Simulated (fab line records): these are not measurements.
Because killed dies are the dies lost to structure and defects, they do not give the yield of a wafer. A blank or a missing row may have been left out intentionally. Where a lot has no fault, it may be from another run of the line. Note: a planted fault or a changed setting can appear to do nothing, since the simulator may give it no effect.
2 desks looking at one fault :: flow berkeley_cmos170 :: numbers are kept per desk, each desk with only its own; the story behind them comes last

## AT THE TOOL OWNER'S DESK: pecvd-01
The tool's own readings at UCB170_V2_CVD_00 (deposits SiO2 from TEOS/O2, target thk 2000 nm, time 250 s): means of the sampled wafers that have a number, for each lot that ran on this tool. A lot is out of limits, marked OUT, if its mean lies more than 4 standard deviations from the usual mean; the brackets give that distance.
Columns: A = heater_power_w at UCB170_V2_CVD_00, usual 274 W; B = run_length_s at UCB170_V2_CVD_00, usual 277.8 s
lot: L576
first seen here: day 7 11:41
A: 314
B: 277.4

lot: L577
first seen here: day 7 23:49
A: 368
B: 277.3

lot: L579
first seen here: day 8 13:16
A: 320
B: 277.3

lot: L583
first seen here: day 9 23:04
A: 265
B: 277.4

lot: L589
first seen here: day 11 00:51
A: 297
B: 287.4 (+16) OUT

lot: L590
first seen here: day 11 04:59
A: 366
B: 287.7 (+16) OUT
This desk finds L589, L590 out of limits, L589 being first, at day 11 00:51 (run_length_s at UCB170_V2_CVD_00). L576, L577, L579, L583 stayed within limits.

## FROM THE METROLOGY DESK
Lot by lot, what the gauges showed, no matter which tool ran the lot: averages of those sampled wafers that carry a number. A lot is out of limits, marked OUT, if its mean lies more than 4 standard deviations from the usual mean; the brackets give that distance.
Columns: A = cd_nm at UCB170_M1_CD_MEAS_09, usual 700.0 nm; B = V2_TEOS_THK at UCB170_V2_THK_MEAS_01, usual 1981 nm; C = V2_OVL at UCB170_V2_OVL_MEAS_13, usual 1 nm
lot: L576
first seen here: day 7 04:01
A: 698.7
B: 1967
C: -6

lot: L577
first seen here: day 7 13:47
A: 697.8
B: 2003
C: -1

lot: L578
first seen here: day 8 02:51
A: 697.7
B: 1978
C: 5

lot: L579
first seen here: day 8 03:35
A: 699.1
B: 1961
C: -5

lot: L580
first seen here: day 8 14:02
A: 698.4
B: 1949
C: 1

lot: L583
first seen here: day 9 07:26
A: 700.6
B: 2009
C: 4

lot: L587
first seen here: day 10 00:26
A: 701.4
B: 1995
C: 2

lot: L589
first seen here: day 10 12:27
A: 699.2
B: 2095
C: -2

lot: L591
first seen here: day 10 12:34
A: 703.4
B: 1998
C: -1

lot: L593
first seen here: day 10 18:40
A: 700.7
B: 1971
C: 5

lot: L590
first seen here: day 10 19:59
A: 702.4
B: 2060
C: 0

lot: L595
first seen here: day 11 12:58
A: 698.8
B: 1982
C: 10

lot: L598
first seen here: day 11 13:10
A: 700.7
B: 1994
C: -1

lot: L596
first seen here: day 11 13:59
A: 699.3
B: 1987
C: 5
This desk's verdict: no lot among the 14 shows anything out of limits.

## BROUGHT TOGETHER
At day 11 00:51, on L589, L590, the tool owner's desk was in a position to raise an alarm.
Nothing out of limits was seen by the metrology desk.
The metrology desk has L589, L590 on record, within its limits.
Of the lots named, all ran UCB170_V2_CVD_00 on pecvd-01.

## WHAT HAD BEEN PUT IN BY THE SIMULATOR
pecvd-01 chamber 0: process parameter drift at UCB170_V2_CVD_00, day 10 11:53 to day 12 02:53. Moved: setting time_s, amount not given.
Shown lots that were struck: L589, L590.
Delay in hours, fault start to first out-of-limits reading, by desk: the tool owner's desk at 13.
